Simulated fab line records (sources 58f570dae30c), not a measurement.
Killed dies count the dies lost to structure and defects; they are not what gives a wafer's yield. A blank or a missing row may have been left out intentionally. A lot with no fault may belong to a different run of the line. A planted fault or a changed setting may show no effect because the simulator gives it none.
The tool behind it: which one?    flow berkeleyCmos170    7 lots, 21 wafers sampled, at 4 steps of a route of 331

WHAT THE GAUGES SHOWED, per wafer
UCB170_NLDD_TW_MEAS_11.
lot   measured      on            NLDD_TW
L307  day 7 19:38   filmMetro-04  2201 2193 2194
L312  day 8 22:49   filmMetro-04  30 30 30
L319  day 10 21:20  filmMetro-01  2248 2244 2235
L324  day 11 18:37  filmMetro-02  2203 2202 2207
L323  day 11 19:37  filmMetro-04  2221 2225 2225
L328  day 13 12:05  filmMetro-01  2232 2225 2241
L329  day 13 20:23  filmMetro-04  2205 2203 2208

EACH LOT AND THE TOOL THAT RAN IT (in order: tool; ch and the chambers of the sampled wafers; start)
lot   UCB170_GATE_ETCH_14                UCB170_PLDD_STRIP_10                 UCB170_NLDD_STRIP_10
L307  rieDiel-03 ch 0,1, day 7 11:31     plasmaAsher-03 ch 1, day 7 16:05     plasmaAsher-03 ch 0,1, day 7 19:32
L312  rieDiel-04 ch 0,1, day 8 18:00     plasmaAsher-03 ch 0,1, day 8 20:34   plasmaAsher-01 ch 0,1, day 8 22:42
L319  rieDiel-02 ch 0,1,3, day 10 17:10  plasmaAsher-04 ch 0,1, day 10 19:29  plasmaAsher-04 ch 0,1, day 10 21:15
L324  rieDiel-02 ch 0,1,3, day 11 12:13  plasmaAsher-03 ch 0,1, day 11 16:32  plasmaAsher-03 ch 0,1, day 11 18:30
L323  rieDiel-04 ch 0,2, day 11 12:41    plasmaAsher-03 ch 0,1, day 11 17:10  plasmaAsher-03 ch 0,1, day 11 19:31
L328  rieDiel-04 ch 0,1, day 12 15:03    plasmaAsher-02 ch 0,1, day 12 17:34  plasmaAsher-01 ch 0,1, day 13 11:59
L329  rieDiel-03 ch 0,2,3, day 13 11:41  plasmaAsher-02 ch 0,1, day 13 15:53  plasmaAsher-03 ch 0,1, day 13 20:17
- UCB170_GATE_ETCH_14: etches BARC in N2/H2.
- UCB170_PLDD_STRIP_10: strips in O2.
- UCB170_NLDD_STRIP_10: strips in O2.

THE ANSWER, worked out from the rows above alone
Rule: the lots themselves supply what counts as usual. The widest of any qualifying gaps counts: lots, ordered by their means at a reading, are off when they make up no more than a third of the lots, leave a main group of 4 or more, and stand apart from it by 3 or more times the standard deviation of that group's means. Not used: any main group whose means are identical at the precision the tables above print for the reading. Also off: a lot with no number at a reading for which 4 or more lots have one. Any other lot the step has rows for is counted as sound.
Off: L312, seen at UCB170_NLDD_TW_MEAS_11 (NLDD_TW). For the main group the mean is 2217 and the standard deviation 17.
If a tool, at a process step before that reading, ran all the lots that are off and no sound lot after the first of them, it fits. The gauges at UCB170_NLDD_TW_MEAS_11 are tried like those tools. Of those tried, none fits.

WHAT THE SIMULATOR HAD PUT IN
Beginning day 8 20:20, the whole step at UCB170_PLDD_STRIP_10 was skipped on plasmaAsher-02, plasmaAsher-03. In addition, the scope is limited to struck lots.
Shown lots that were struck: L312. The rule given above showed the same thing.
